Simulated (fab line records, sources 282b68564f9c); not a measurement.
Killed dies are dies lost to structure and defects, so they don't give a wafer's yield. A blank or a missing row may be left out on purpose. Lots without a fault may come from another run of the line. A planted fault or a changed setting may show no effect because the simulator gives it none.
fab line records | flow rit_cmos | part 1 of 2: steps 1 to 28 of 29
record lots=5 wafers=23
route steps=202 shown GATE@91 PLDD@122 SPACER@128 NSD@138 PSD@150 SDANNEAL@155 M1@184
start_h: hours from the record's first day to the start of the lot's first wafer shown | wait_h: hours since the lot's step before | " the same as in the row above | L1.1+2: a row that stands for several wafers | - no value, or no start given | * or withheld: withheld | < > ~ a bound
route shown NAME@n: a module of which the file shows steps, and the number in the route of the first | usual: mean/standard deviation of fault-free wafers | same: alike in all rows | chamber/n: place in a boat | sites: the reading at each site | _std_site: their standard deviation | _edge_site: outer sites' mean less inner sites' | radius_mm: how far each site lies from the wafer's centre | mask NAME#n: copy n | behind: the tool/chamber that last shaped the wafer | hold: why the lot was held/for how many hours/how that ended | device: the transistor (n, p or np) that didn't switch | end of line: the same wafers' tests at the end of the route | a step without rows: its recipe alone | killed: dies lost to structure and defects at the first sort, not the wafer's yield | map: a wafer's dies, x killed, . not, _ none there
set.NAME: the setting as run; set.NAME@STEP: as run at that earlier step | model.NAME: the simulator's own value behind a step, which no gauge read
lots whose settings were changed on purpose; a table a step, a row a wafer
## steps
# step RIT_GATE_DEVELOP_15
# recipe resist=NOVOLAK develop_time_s=50 dev_temp_c=23
# columns lot.wafer tool chamber start_h wait_h set.develop_time_s
L078.1+2+5 litho_track-03 0 - - 50
L079.1+2+3 litho_track-01 0 - - 45.89
L079.4+5 " 0 " " 50
L081.1+2+3+5+6 litho_track-02 0 - - 50
L082.1+4 litho_track-03 0 - - 50
L082.3+5+6 " 0 " " 46.61
L085.1+3+6 litho_track-01 0 - - 50
L085.2+4 " 0 " " 52.53
# step RIT_GATE_CD_MEAS_16
# recipe target_cd_nm=150
# usual cd_nm=151.5/2.6
# columns lot.wafer tool chamber start_h wait_h set.develop_time_s@GATE_DEVELOP_15 cd_nm
L078.1 cd_sem-01 - 58.81 - 50 154.3
L078.2 " - " " 50 150.1
L078.5 " - " " 50 151.8
L079.1 cd_sem-01 - 63.65 - 45.89 167.8
L079.2 " - " " 45.89 166.4
L079.3 " - " " 45.89 166.6
L079.4 " - " " 50 149.9
L079.5 " - " " 50 151.8
L081.1 cd_sem-01 - 74.61 - 50 149.0
L081.2 " - " " 50 148.3
L081.3 " - " " 50 147.5
L081.5 " - " " 50 147.1
L081.6 " - " " 50 145.6
L082.1 cd_sem-02 - 76.23 - 50 153.6
L082.3 " - " " 46.61 167.0
L082.4 " - " " 50 154.2
L082.5 " - " " 46.61 163.1
L082.6 " - " " 46.61 165.1
L085.1 cd_sem-02 - 97.70 - 50 151.8
L085.2 " - " " 52.53 143.4
L085.3 " - " " 50 155.0
L085.4 " - " " 52.53 144.8
L085.6 " - " " 50 154.5
# step RIT_GATE_HARDBAKE_18
# recipe resist=NOVOLAK temp_c=140 time_s=60
# step RIT_GATE_ETCH_19
# recipe chemistry=SF6/CHF3/O2 time_s=165 SF6_flow_sccm=30 CHF3_flow_sccm=30 O2_flow_sccm=5 target=poly-Si pressure_mtorr=40 rf_w=160 target_depth_a=3125 over_etch_frac=0.25 stop_on=SiO2
# columns lot.wafer tool chamber start_h wait_h set.sih4_flow_sccm@GATE_CVD_08 set.develop_time_s@GATE_DEVELOP_15 model.etch.depth_nm model.GATE.feature_depth_nm model.GATE.cd_nm
L078.1 rie_si-02 0 59.11 0.1 100 50 249.8 249.8 154.3
L078.2 " 1 " " 100 50 249.2 249.2 150.2
L078.5 " 2 " " 100 50 247.7 247.7 151.8
L079.1 rie_si-02 2 64.03 0.1 87.93 45.89 216.7 216.7 167.9
L079.2 " 1 " " 87.93 45.89 217.3 217.3 166.7
L079.3 " 0 " " 87.93 45.89 215.3 215.3 166.9
L079.4 " 3 " " 87.93 50 217.7 217.7 150
L079.5 " 0 " " 87.93 50 216.9 216.9 151.9
L081.1 rie_si-02 0 74.92 0.1 93.34 50 229.3 229.3 149.2
L081.2 " 3 " " 93.34 50 - 230.4 148.9
L081.3 " 1 " " 93.34 50 229 229 147.4
L081.5 " 3 " " 93.34 50 - 228 147.2
L081.6 " 0 " " 93.34 50 - 230.5 145.6
L082.1 rie_si-02 1 76.54 0.1 103.8 50 - 257.4 153.8
L082.3 " 0 " " 103.8 46.61 - 254.4 166.9
L082.4 " 3 " " 103.8 50 256.5 256.5 153.9
L082.5 " 1 " " 103.8 46.61 256.6 256.6 163.3
L082.6 " 0 " " 103.8 46.61 - 256.9 165.3
L085.1 rie_si-01 2 98.01 0.1 90.97 50 - 227 152
L085.2 " 0 " " 90.97 52.53 226.3 226.3 143.3
L085.3 " 3 " " 90.97 50 - 226.1 155
L085.4 " 1 " " 90.97 52.53 226.2 226.2 144.7
L085.6 " 2 " " 90.97 50 - 226.1 154.6
# step RIT_GATE_STRIP_20
# recipe chemistry=O2 time_s=180 resist=NOVOLAK platen_temp_c=withheld power_w=500 pressure_mtorr=4000 o2_flow_sccm=4000
# step RIT_GATE_CD_MEAS_90
# recipe target_cd_nm=150
# usual cd_nm=151.6/2.5
# columns lot.wafer tool chamber start_h wait_h set.develop_time_s@GATE_DEVELOP_15 cd_nm
L078.1 cd_sem-02 - 59.40 0.1 50 154.3
L078.2 " - " " 50 150.4
L078.5 " - " " 50 151.9
L079.1 cd_sem-01 - 64.31 0.1 45.89 168.2
L079.2 " - " " 45.89 166.6
L079.3 " - " " 45.89 166.8
L079.4 " - " " 50 149.7
L079.5 " - " " 50 151.5
L081.1 cd_sem-02 - 75.20 0.1 50 149.0
L081.2 " - " " 50 149.1
L081.3 " - " " 50 147.7
L081.5 " - " " 50 147.3
L081.6 " - " " 50 145.9
L082.1 cd_sem-02 - 76.82 0.1 50 153.7
L082.3 " - " " 46.61 166.8
L082.4 " - " " 50 154.1
L082.5 " - " " 46.61 163.3
L082.6 " - " " 46.61 165.5
L085.1 cd_sem-01 - 98.29 0.1 50 152.0
L085.2 " - " " 52.53 143.1
L085.3 " - " " 50 154.9
L085.4 " - " " 52.53 144.7
L085.6 " - " " 50 154.7
# step RIT_PLDD_IMPLANT_08
# recipe species=BF2 energy_kev=20 dose_cm2=9e+14 tilt_deg=7
# columns lot.wafer tool chamber start_h wait_h set.energy_kev model.implant.rp_nm model.implant.drp_nm
L078.1+2+5 implanter-02 0 65.30 0.1 20 17.06 9.752
L079.1+2+3+4+5 implanter-04 0 73.47 0.1 20 17.38 9.752
L081.1+3 implanter-04 0 82.42 0.1 20 18.07 9.752
L081.2+5+6 " 0 " " 20.8 18.63 10.02
L082.1+3+5 implanter-01 0 82.84 0.1 19.62 16.9 9.621
L082.4+6 " 0 " " 20 17.15 9.752
L085.1+2 implanter-01 0 104.79 0.1 20 17.85 9.752
L085.3+4+6 " 0 " " 19.58 17.56 9.607
# step RIT_SPACER_CVD_03
# recipe material=Si3N4 target_thk_nm=250 temp_c=810 precursor=SiH2Cl2/NH3 time_s=3300 pressure_mtorr=300 sih2cl2_flow_sccm=60 nh3_flow_sccm=150
# columns lot.wafer tool chamber start_h wait_h set.sih2cl2_flow_sccm model.Si3N4_of_SPACER_CVD_03.thk_nm
L078.1 lpcvd-01 0 66.05 0.0 60 253.5
L078.2 " 0 " " 60 250.4
L078.5 " 0 " " 60 251.8
L079.1 - - - 0.0 60 250.3
L079.2 " - " " 60 249.2
L079.3+5 " - " " 60 249.8
L079.4 " - " " 60 250.7
L081.1 - - - 0.0 66.4 257.4
L081.2 " - " " 66.4 257
L081.3 " - " " 66.4 256.8
L081.5 " - " " 66.4 256.3
L081.6 " - " " 66.4 258.3
L082.1 - - - 0.6 62.72 248.7
L082.3+5 " - " " 62.72 247.3
L082.4 " - " " 62.72 246.9
L082.6 " - " " 62.72 247.6
L085.1 - - - 0.0 55.53 242.9
L085.2 " - " " 55.53 242.2
L085.3 " - " " 55.53 241.8
L085.4 " - " " 55.53 243
L085.6 " - " " 55.53 242.5
# step RIT_NSD_HARDBAKE_07
# recipe resist=NOVOLAK temp_c=140 time_s=60
# columns lot.wafer tool chamber start_h wait_h set.temp_c model.NOVOLAK_of_NSD_COAT_01.thk_nm
L078.1 litho_track-02 0 69.06 0.0 140 881.3
L078.2 " 0 " " 140 880.4
L078.5 " 0 " " 140 883.6
L079.1 litho_track-04 0 77.26 0.0 136.9 888.4
L079.2 " 0 " " 140 881.5
L079.3 " 0 " " 136.9 887.3
L079.4 " 0 " " 136.9 888.9
L079.5 " 0 " " 140 885
L081.1+5 litho_track-04 0 86.25 0.0 140 885.5
L081.2 " 0 " " 136.1 892.1
L081.3 " 0 " " 136.1 893.4
L081.6 " 0 " " 136.1 895.3
L082.1+3 litho_track-04 0 87.38 0.0 140 885.6
L082.4 " 0 " " 140 883.7
L082.5 " 0 " " 140 885.9
L082.6 " 0 " " 140 883.1
L085.1 litho_track-03 0 108.55 0.0 140 890.2
L085.2 " 0 " " 138.3 891.1
L085.3 " 0 " " 140 888
L085.4 " 0 " " 138.3 889.2
L085.6 " 0 " " 138.3 891.9
# step RIT_NSD_IMPLANT_08
# recipe species=P energy_kev=25 dose_cm2=1e+15 tilt_deg=7
# columns lot.wafer tool chamber start_h wait_h set.energy_kev model.implant.rp_nm model.implant.drp_nm
L078.1+2+5 implanter-02 0 69.21 0.1 25 32.06 14.84
L079.1+2+5 implanter-04 0 77.41 0.1 26.37 33.91 15.32
L079.3+4 " 0 " " 25 32.71 14.84
L081.1+2+3+5+6 implanter-04 0 86.40 0.1 25 32.24 14.84
L082.1+4+6 implanter-02 0 87.53 0.1 25 32.09 14.84
L082.3+5 " 0 " " 25.68 32.67 15.08
L085.1+4 implanter-02 0 108.70 0.1 25 32.78 14.84
L085.2+3+6 " 0 " " 23.72 31.64 14.37
# step RIT_NSD_STRIP_09
# recipe chemistry=O2 time_s=180 resist=NOVOLAK platen_temp_c=withheld power_w=500 pressure_mtorr=4000 o2_flow_sccm=4000
# step RIT_NSD_TW_MEAS_10
# usual NSD_TW=3108/17
# columns lot.wafer tool chamber start_h wait_h set.energy_kev@NSD_IMPLANT_08 NSD_TW
L078.1 film_metro-01 - 69.54 0.1 25 3116
L078.2 " - " " 25 3112
L078.5 " - " " 25 3099
L079.1 film_metro-01 - 77.74 0.1 26.37 3166
L079.2 " - " " 26.37 3151
L079.3 " - " " 25 3097
L079.4 " - " " 25 3112
L079.5 " - " " 26.37 3146
L081.1 film_metro-01 - 86.72 0.1 25 3121
L081.2 " - " " 25 3111
L081.3 " - " " 25 3101
L081.5 " - " " 25 3094
L081.6 " - " " 25 3094
L082.1 film_metro-01 - 87.85 0.1 25 3090
L082.3 " - " " 25.68 3121
L082.4 " - " " 25 3091
L082.5 " - " " 25.68 3127
L082.6 " - " " 25 3095
L085.1 film_metro-01 - 109.03 0.1 25 3145
L085.2 " - " " 23.72 3105
L085.3 " - " " 23.72 3096
L085.4 " - " " 25 3138
L085.6 " - " " 23.72 3087
# step RIT_PSD_IMPLANT_08
# recipe species=BF2 energy_kev=27 dose_cm2=5e+15 tilt_deg=7
# columns lot.wafer tool chamber start_h wait_h set.energy_kev model.implant.rp_nm model.implant.drp_nm
L078.1+2+5 implanter-03 0 70.77 0.1 27 22.37 12.05
L079.1+2+4 implanter-03 0 78.96 0.1 26.1 20.81 11.76
L079.3+5 " 0 " " 27 21.38 12.05
L081.1+2+5 implanter-04 0 87.82 0.1 27 21.66 12.05
L081.3+6 " 0 " " 28.26 22.46 12.44
L082.1+3+4 implanter-03 0 89.07 0.1 25.91 21.06 11.7
L082.5+6 " 0 " " 27 21.76 12.05
L085.1+2+3+4+6 implanter-03 0 110.13 0.1 27 22.22 12.05
# step RIT_PSD_STRIP_09
# recipe chemistry=O2 time_s=180 resist=NOVOLAK platen_temp_c=withheld power_w=500 pressure_mtorr=4000 o2_flow_sccm=4000
# step RIT_SDANNEAL_CLEAN_02
# recipe chemistry=SC2 mix=3:3:50 time_s=600 temp_c=75 dry=n2_spin
# step RIT_SDANNEAL_RTA_03
# recipe temp_c=1050 time_s=5 idle_temp_c=600 ramp_up_c_per_s=342 ramp_down_c_per_s=171 cool_to_c=600 ambient=N2
# step RIT_SDANNEAL_RS_MEAS_04
# recipe thk_meas_gauge=four-point-probe
# usual PSD_RS=115.88/0.3
# columns lot.wafer tool chamber start_h wait_h set.energy_kev@PSD_IMPLANT_08 PSD_RS[ohm/sq]
L078.1 film_metro-01 - 71.60 0.0 27 116.27
L078.2 " - " " 27 116.20
L078.5 " - " " 27 116.20
L079.1 film_metro-01 - 79.80 0.0 26.1 118.10
L079.2 " - " " 26.1 118.23
L079.3 " - " " 27 115.95
L079.4 " - " " 26.1 117.57
L079.5 " - " " 27 116.02
L081.1 film_metro-01 - 88.65 0.0 27 115.84
L081.2 " - " " 27 115.81
L081.3 " - " " 28.26 113.07
L081.5 " - " " 27 115.78
L081.6 " - " " 28.26 112.97
L082.1 film_metro-04 - 89.90 0.0 25.91 118.31
L082.3 " - " " 25.91 118.53
L082.4 " - " " 25.91 118.64
L082.5 " - " " 27 115.89
L082.6 " - " " 27 115.74
L085.1 film_metro-02 - 110.94 0.0 27 115.50
L085.2 " - " " 27 116.00
L085.3 " - " " 27 116.18
L085.4 " - " " 27 115.76
L085.6 " - " " 27 116.18
# step RIT_SDANNEAL_RS_MEAS_06
# recipe thk_meas_gauge=four-point-probe
# usual PLDD_RS=178.5/0.37
# columns lot.wafer tool chamber start_h wait_h set.energy_kev@PLDD_IMPLANT_08 PLDD_RS[ohm/sq]
L078.1 film_metro-01 - 71.84 0.1 20 179.0
L078.2 " - " " 20 179.0
L078.5 " - " " 20 178.3
L079.1 film_metro-01 - 80.04 0.1 20 178.6
L079.2 " - " " 20 179.0
L079.3 " - " " 20 178.8
L079.4 " - " " 20 178.4
L079.5 " - " " 20 178.6
L081.1 film_metro-01 - 88.89 0.1 20 177.8
L081.2 " - " " 20.8 176.0
L081.3 " - " " 20 178.7
L081.5 " - " " 20.8 176.2
L081.6 " - " " 20.8 175.9
L082.1 film_metro-04 - 90.14 0.1 19.62 179.9
L082.3 " - " " 19.62 180.3
L082.4 " - " " 20 178.7
L082.5 " - " " 19.62 179.9
L082.6 " - " " 20 178.1
L085.1 film_metro-02 - 111.18 0.1 20 178.5
L085.2 " - " " 20 178.5
L085.3 " - " " 19.58 180.5
L085.4 " - " " 19.58 179.8
L085.6 " - " " 19.58 180.1
# step RIT_M1_SPUTTER_00
# recipe material=Al target_thk_nm=400 power_w=2000 chamber_pressure_pa=0.4 gas=Ar time_s=500 substrate_temp_c=25
# columns lot.wafer tool chamber start_h wait_h set.time_s model.Al_of_M1_SPUTTER_00.thk_nm
L078.1 pvd_sputter-01 - 75.11 0.0 500 397.9
L078.2 " - " " 500 401.4
L078.5 " - " " 500 395.4
L079.1 pvd_sputter-02 - 83.04 0.0 500 402.1
L079.2 " - " " 500 398.1
L079.3 " - " " 519.7 408.9
L079.4 " - " " 519.7 417.1
L079.5 " - " " 519.7 419.5
L081.1 pvd_sputter-02 - 91.94 0.0 500 400.6
L081.2 " - " " 530.8 421
L081.3 " - " " 500 407.2
L081.5 " - " " 530.8 425.1
L081.6 " - " " 530.8 431.4
L082.1 pvd_sputter-01 - 93.32 0.0 529.4 423.2
L082.3 " - " " 529.4 431.3
L082.4 " - " " 500 405.6
L082.5 " - " " 500 399.7
L082.6 " - " " 529.4 428.2
L085.1 pvd_sputter-02 - 114.25 0.0 554.8 446.5
L085.2 " - " " 500 405.4
L085.3 " - " " 554.8 437.1
L085.4 " - " " 500 399.3
L085.6 " - " " 554.8 440.4
# step RIT_M1_RS_MEAS_01
# recipe thk_meas_gauge=four-point-probe reads=Al_of_M1_SPUTTER_00
# usual M1_AL_RS=0.0734/0.00082
# columns lot.wafer tool chamber start_h wait_h set.time_s@M1_SPUTTER_00 M1_AL_RS[ohm/sq]
L078.1 film_metro-01 - 75.41 0.1 500 0.0737
L078.2 " - " " 500 0.0731
L078.5 " - " " 500 0.0743
L079.1 film_metro-01 - 83.34 0.1 500 0.0730
L079.2 " - " " 500 0.0738
L079.3 " - " " 519.7 0.0718
L079.4 " - " " 519.7 0.0703
L079.5 " - " " 519.7 0.0699
L081.1 film_metro-04 - 92.24 0.1 500 0.0734
L081.2 " - " " 530.8 0.0696
L081.3 " - " " 500 0.0720
L081.5 " - " " 530.8 0.0689
L081.6 " - " " 530.8 0.0680
L082.1 film_metro-01 - 93.62 0.1 529.4 0.0693
L082.3 " - " " 529.4 0.0680
L082.4 " - " " 500 0.0723
L082.5 " - " " 500 0.0735
L082.6 " - " " 529.4 0.0685
L085.1 film_metro-04 - 114.54 0.1 554.8 0.0657
L085.2 " - " " 500 0.0725
L085.3 " - " " 554.8 0.0671
L085.4 " - " " 500 0.0736
L085.6 " - " " 554.8 0.0667
# step RIT_M1_THK_MEAS_02
# recipe thk_meas_gauge=xrf reads=Al_of_M1_SPUTTER_00
# usual M1_AL_THK=403/5.2
# columns lot.wafer tool chamber start_h wait_h set.time_s@M1_SPUTTER_00 M1_AL_THK[nm]
L078.1 film_metro-01 - 75.53 0.1 500 401
L078.2 " - " " 500 406
L078.5 " - " " 500 400
L079.1 film_metro-01 - 83.46 0.1 500 403
L079.2 " - " " 500 401
L079.3 " - " " 519.7 413
L079.4 " - " " 519.7 422
L079.5 " - " " 519.7 424
L081.1 film_metro-04 - 92.36 0.1 500 398
L081.2 " - " " 530.8 418
L081.3 " - " " 500 407
L081.5 " - " " 530.8 424
L081.6 " - " " 530.8 432
L082.1 film_metro-01 - 93.74 0.1 529.4 428
L082.3 " - " " 529.4 436
L082.4 " - " " 500 410
L082.5 " - " " 500 402
L082.6 " - " " 529.4 433
L085.1 film_metro-04 - 114.66 0.1 554.8 447
L085.2 " - " " 500 405
L085.3 " - " " 554.8 435
L085.4 " - " " 500 399
L085.6 " - " " 554.8 436
# step RIT_M1_DEVELOP_08
# recipe resist=NOVOLAK develop_time_s=68 dev_temp_c=23
# columns lot.wafer tool chamber start_h wait_h set.develop_time_s
L078.1+2+5 litho_track-01 0 - - 68
L079.1+3 litho_track-04 0 - - 64.09
L079.2+4+5 " 0 " " 68
L081.1+2+6 litho_track-04 0 - - 68
L081.3+5 " 0 " " 59.14
L082.1+3+4+5+6 litho_track-01 0 - - 68
L085.1+2+6 litho_track-04 0 - - 74.85
L085.3+4 " 0 " " 68
# step RIT_M1_CD_MEAS_09
# recipe target_cd_nm=2600
# usual cd_nm=2601.5/2.4
# columns lot.wafer tool chamber start_h wait_h set.develop_time_s@M1_DEVELOP_08 cd_nm
L078.1 cd_sem-01 - 76.59 - 68 2601.9
L078.2 " - " " 68 2600.0
L078.5 " - " " 68 2601.1
L079.1 cd_sem-02 - 84.52 - 64.09 2605.3
L079.2 " - " " 68 2600.2
L079.3 " - " " 64.09 2606.3
L079.4 " - " " 68 2599.9
L079.5 " - " " 68 2600.4
L081.1 cd_sem-01 - 93.42 - 68 2603.7
L081.2 " - " " 68 2602.8
L081.3 " - " " 59.14 2614.7
L081.5 " - " " 59.14 2612.5
L081.6 " - " " 68 2601.4
L082.1 cd_sem-02 - 94.80 - 68 2603.5
L082.3 " - " " 68 2604.9
L082.4 " - " " 68 2602.1
L082.5 " - " " 68 2603.8
L082.6 " - " " 68 2604.4
L085.1 cd_sem-02 - 115.60 - 74.85 2594.9
L085.2 " - " " 74.85 2593.8
L085.3 " - " " 68 2602.1
L085.4 " - " " 68 2604.3
L085.6 " - " " 74.85 2594.1
# step RIT_M1_HARDBAKE_11
# recipe resist=NOVOLAK temp_c=140 time_s=120
# step RIT_M1_METAL_ETCH_12
# recipe stop_on=SiO2 chemistry=Cl2/BCl3 target=Al time_s=165 over_etch_frac=0.5 pressure_mtorr=100 target_depth_a=6000 rf_w=250 Cl2_flow_sccm=60 bcl3_flow_sccm=50
# columns lot.wafer tool chamber start_h wait_h set.develop_time_s@M1_DEVELOP_08 model.M1.cd_nm
L078.1+5 rie_metal-01 0,1 77.00 0.2 68 2602
L078.2 " 1 " " 68 2601
L079.1+3 rie_metal-03 1,0 84.93 0.2 64.09 2604
L079.2+4 " 0,1 " " 68 2599
L079.5 " 1 " " 68 2600
L081.1 rie_metal-01 0 93.83 0.2 68 2602
L081.2 " 1 " " 68 2603
L081.3 " 0 " " 59.14 2612
L081.5 " 0 " " 59.14 2611
L081.6 " 1 " " 68 2601
L082.1+5+6 rie_metal-03 1,1,0 95.21 0.2 68 2603
L082.3 " 1 " " 68 2604
L082.4 " 0 " " 68 2601
L085.1+2+6 rie_metal-03 0,1,1 116.01 0.2 74.85 2593
L085.3 " 1 " " 68 2601
L085.4 " 0 " " 68 2602
# step RIT_M1_STRIP_13
# recipe chemistry=nmp resist=NOVOLAK temp_c=80 time_s=600 dry=n2_spin
# step RIT_M1_STRIP_14
# recipe chemistry=O2 time_s=180 platen_temp_c=withheld power_w=500 pressure_mtorr=4000 o2_flow_sccm=4000
# step RIT_M1_CD_MEAS_90
# recipe target_cd_nm=2600
# usual cd_nm=2601.1/2.3
# columns lot.wafer tool chamber start_h wait_h set.develop_time_s@M1_DEVELOP_08 cd_nm
L078.1 cd_sem-01 - 77.52 0.1 68 2602.1
L078.2 " - " " 68 2601.0
L078.5 " - " " 68 2601.9
L079.1 cd_sem-01 - 85.44 0.1 64.09 2603.8
L079.2 " - " " 68 2598.7
L079.3 " - " " 64.09 2603.5
L079.4 " - " " 68 2598.8
L079.5 " - " " 68 2599.4
L081.1 cd_sem-01 - 94.34 0.1 68 2601.9
L081.2 " - " " 68 2603.7
L081.3 " - " " 59.14 2612.4
L081.5 " - " " 59.14 2610.8
L081.6 " - " " 68 2600.9
L082.1 cd_sem-01 - 95.72 0.1 68 2603.6
L082.3 " - " " 68 2604.1
L082.4 " - " " 68 2600.6
L082.5 " - " " 68 2603.3
L082.6 " - " " 68 2602.6
L085.1 cd_sem-02 - 116.54 0.1 74.85 2592.8
L085.2 " - " " 74.85 2592.7
L085.3 " - " " 68 2601.1
L085.4 " - " " 68 2602.2
L085.6 " - " " 74.85 2593.2
## key
split step=RIT_GATE_DEVELOP_15 setting=develop_time_s stated=50 by=wafer
response step=RIT_GATE_CD_MEAS_16 reading=cd_nm change=-1.85 per=1% r=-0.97
response step=RIT_GATE_ETCH_19 reading=model.GATE.cd_nm change=-1.86 per=1% r=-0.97
response step=RIT_GATE_CD_MEAS_90 reading=cd_nm change=-1.89 per=1% r=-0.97
response step=RIT_M1_PROBE_99 reading=model.etest.pmos_0p15.r_on_ohm_um change=-47.7 per=1% r=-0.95
response step=RIT_M1_PROBE_99 reading=model.etest.pmos_0p3.r_on_ohm_um change=-51.6 per=1% r=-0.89
response step=RIT_M1_PROBE_99 reading=model.etest.pmos_turned.r_on_ohm_um change=-47.6 per=1% r=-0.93
response step=RIT_M1_PROBE_99 reading=model.etest.nmos_0p15.r_on_ohm_um change=-12.5 per=1% r=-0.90
response step=RIT_M1_PROBE_99 reading=model.etest.npoly_line.line_ohm_um change=+2.7 per=1% r=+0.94
split step=RIT_PLDD_IMPLANT_08 setting=energy_kev stated=20 by=wafer
response step=RIT_PLDD_IMPLANT_08 reading=model.implant.rp_nm change=+0.139 per=1% r=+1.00
response step=RIT_PLDD_IMPLANT_08 reading=model.implant.drp_nm change=+0.0683 per=1% r=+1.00
response step=RIT_SDANNEAL_RS_MEAS_06 reading=PLDD_RS change=-0.638 per=1% r=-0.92
split step=RIT_SPACER_CVD_03 setting=sih2cl2_flow_sccm stated=60 by=lot
response step=RIT_SPACER_CVD_03 reading=model.Si3N4_of_SPACER_CVD_03.thk_nm change=+0.703 per=1% r=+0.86
split step=RIT_NSD_HARDBAKE_07 setting=temp_c stated=140 by=wafer
response step=RIT_NSD_HARDBAKE_07 reading=model.NOVOLAK_of_NSD_COAT_01.thk_nm change=-2.52 per=1% r=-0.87
split step=RIT_NSD_IMPLANT_08 setting=energy_kev stated=25 by=wafer
response step=RIT_NSD_IMPLANT_08 reading=model.implant.rp_nm change=+0.221 per=1% r=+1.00
response step=RIT_NSD_IMPLANT_08 reading=model.implant.drp_nm change=+0.0894 per=1% r=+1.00
response step=RIT_NSD_TW_MEAS_10 reading=NSD_TW change=+9.34 per=1% r=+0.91
split step=RIT_PSD_IMPLANT_08 setting=energy_kev stated=27 by=wafer
response step=RIT_PSD_IMPLANT_08 reading=model.implant.rp_nm change=+0.173 per=1% r=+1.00
response step=RIT_PSD_IMPLANT_08 reading=model.implant.drp_nm change=+0.0848 per=1% r=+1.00
response step=RIT_SDANNEAL_RS_MEAS_04 reading=PSD_RS change=-0.619 per=1% r=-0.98
split step=RIT_M1_SPUTTER_00 setting=time_s stated=500 by=wafer
response step=RIT_M1_SPUTTER_00 reading=model.Al_of_M1_SPUTTER_00.thk_nm change=+3.69 per=1% r=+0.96
response step=RIT_M1_RS_MEAS_01 reading=M1_AL_RS change=-0.000632 per=1% r=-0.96
response step=RIT_M1_THK_MEAS_02 reading=M1_AL_THK change=+3.67 per=1% r=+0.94
split step=RIT_M1_DEVELOP_08 setting=develop_time_s stated=68 by=wafer
response step=RIT_M1_CD_MEAS_09 reading=cd_nm change=-0.87 per=1% r=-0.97
response step=RIT_M1_METAL_ETCH_12 reading=model.M1.cd_nm change=-0.777 per=1% r=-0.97
response step=RIT_M1_CD_MEAS_90 reading=cd_nm change=-0.784 per=1% r=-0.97
split outside_this_file step=RIT_GATE_CVD_08 setting=sih4_flow_sccm
# split outside_this_file: this setting was split too, and the file shows its column; the key of that split is in another file
